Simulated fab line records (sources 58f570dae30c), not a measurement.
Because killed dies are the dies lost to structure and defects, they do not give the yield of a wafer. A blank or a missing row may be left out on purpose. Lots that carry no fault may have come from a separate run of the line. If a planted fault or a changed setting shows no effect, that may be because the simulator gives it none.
Split-lot trial | flow berkeleyCmos170 | 5 lots, 23 wafers read, on a route of 331 steps

== SPLIT DETAILS ==
At UCB170_PVT_COAT_01 (resist thk 900 nm), the setting spinRpm was moved away from the recipe's 1500 rpm on 6 of the 23 wafers read, by +6.8% to +7.3%. For the rest of the wafers, this setting stayed at what the recipe calls for.

The split's own step is where the reading is taken.

== THE READING ==
KrF_of_PVT_COAT_01.thkNm (the simulator's own value, which no gauge read), in nm, at UCB170_PVT_COAT_01 (resist thk 900 nm). The file does not state a usual value for it. Average 900.3 nm, standard deviation 2.3 nm, over the 17 wafers here run with the recipe.

wafer  | tool, chamber at the split | spinRpm as run, rpm | against the recipe | KrF_of_PVT_COAT_01.thkNm, nm | against lot-mates on the recipe
L075.2 | lithoTrack-04, 0           | 1500                | recipe             | 900.8                        | -
L075.4 | lithoTrack-04, 0           | 1500                | recipe             | 901.7                        | -
L075.5 | lithoTrack-04, 0           | 1500                | recipe             | 902                          | -
L074.1 | lithoTrack-03, 0           | 1609                | +7.3%              | 870.6                        | -31.6
L074.2 | lithoTrack-03, 0           | 1500                | recipe             | 902.2                        | -
L074.3 | lithoTrack-03, 0           | 1609                | +7.3%              | 870.2                        | -32.0
L074.4 | lithoTrack-03, 0           | 1609                | +7.3%              | 865.7                        | -36.5
L074.5 | lithoTrack-03, 0           | 1500                | recipe             | 902.3                        | -
L077.1 | lithoTrack-02, 0           | 1500                | recipe             | 899.1                        | -
L077.3 | lithoTrack-02, 0           | 1500                | recipe             | 902.6                        | -
L077.4 | lithoTrack-02, 0           | 1500                | recipe             | 904.9                        | -
L077.5 | lithoTrack-02, 0           | 1500                | recipe             | 900.4                        | -
L077.6 | lithoTrack-02, 0           | 1500                | recipe             | 902.5                        | -
L081.1 | lithoTrack-04, 0           | 1500                | recipe             | 895.6                        | -
L081.2 | lithoTrack-04, 0           | 1500                | recipe             | 899.3                        | -
L081.3 | lithoTrack-04, 0           | 1500                | recipe             | 897.5                        | -
L081.4 | lithoTrack-04, 0           | 1500                | recipe             | 898.6                        | -
L081.5 | lithoTrack-04, 0           | 1500                | recipe             | 897.3                        | -
L084.2 | lithoTrack-03, 0           | 1602                | +6.8%              | 874.2                        | -24.8
L084.3 | lithoTrack-03, 0           | 1602                | +6.8%              | 867.7                        | -31.3
L084.4 | lithoTrack-03, 0           | 1602                | +6.8%              | 870.9                        | -28.1
L084.5 | lithoTrack-03, 0           | 1500                | recipe             | 898.3                        | -
L084.6 | lithoTrack-03, 0           | 1500                | recipe             | 899.7                        | -

FIT RESULTS
A straight line over all 23 wafers: KrF_of_PVT_COAT_01.thkNm changes by -4.32 nm for each +1% of spinRpm; r = -0.98; the points scatter about the line by 2.5 nm.
The same after taking each lot's own level away (the mean of its wafers on the recipe; 23 wafers): -4.38 nm for each +1%; r = -0.99; scatter 2 nm.
On that fit, the largest move of spinRpm shifts the reading by 32 nm.
The lots' own levels span 897.66 to 902.25 nm, that is 2.0 times the standard deviation above.
The two slopes are in agreement: the lot-to-lot level therefore moves the slope only a little.
Check: -31.9 nm against its lot-mates is what the line predicts for one of the wafers moved furthest among these (+7.3%) when that wafer is left out of the fit. It came out at -31.6 nm against them.

== OTHER SPLITS APPLIED TO THESE WAFERS ==
Before the reading, these wafers also passed through other splits. Each is held against what the fit with the lots' levels taken away leaves over:
other split on the same wafers     | wafers away from the commonest value | r with KrF_of_PVT_COAT_01.thkNm (lot level and that fit taken away)
UCB170_START_OXIDATION_02 oxTimeS  | 15                                   | -0.11
UCB170_ZERO_COAT_01 spinRpm        | 7                                    | +0.33
UCB170_ZERO_DEVELOP_05 devTempC    | 10                                   | +0.15
UCB170_PWELL_CVD_05 pressureMtorr  | 10                                   | -0.29
UCB170_ACTIVE_CVD_05 pressureMtorr | 10                                   | +0.17
UCB170_ACTIVE_EXPOSE_10 doseMj     | 10                                   | +0.47
UCB170_PFIELD_IMPLANT_07 energyKev | 8                                    | +0.38

== THE WHOLE CHAIN: every reading that the file lists as answering this split, in the file's order ==
step                | what it does      | reading                                                                   | change (the file's fit)              | r (the file's)
UCB170_PVT_COAT_01  | resist thk 900 nm | KrF_of_PVT_COAT_01.thkNm (the simulator's own value, which no gauge read) | -4.37 nm for each +1% of the setting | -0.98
UCB170_PVT_STRIP_08 | strips in O2      | stripTimeToEndpointS                                                      | withheld for each +1% of the setting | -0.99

== THE FILE'S OWN FIT ==
KrF_of_PVT_COAT_01.thkNm changes by -4.37 nm for each +1% of spinRpm, r = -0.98.
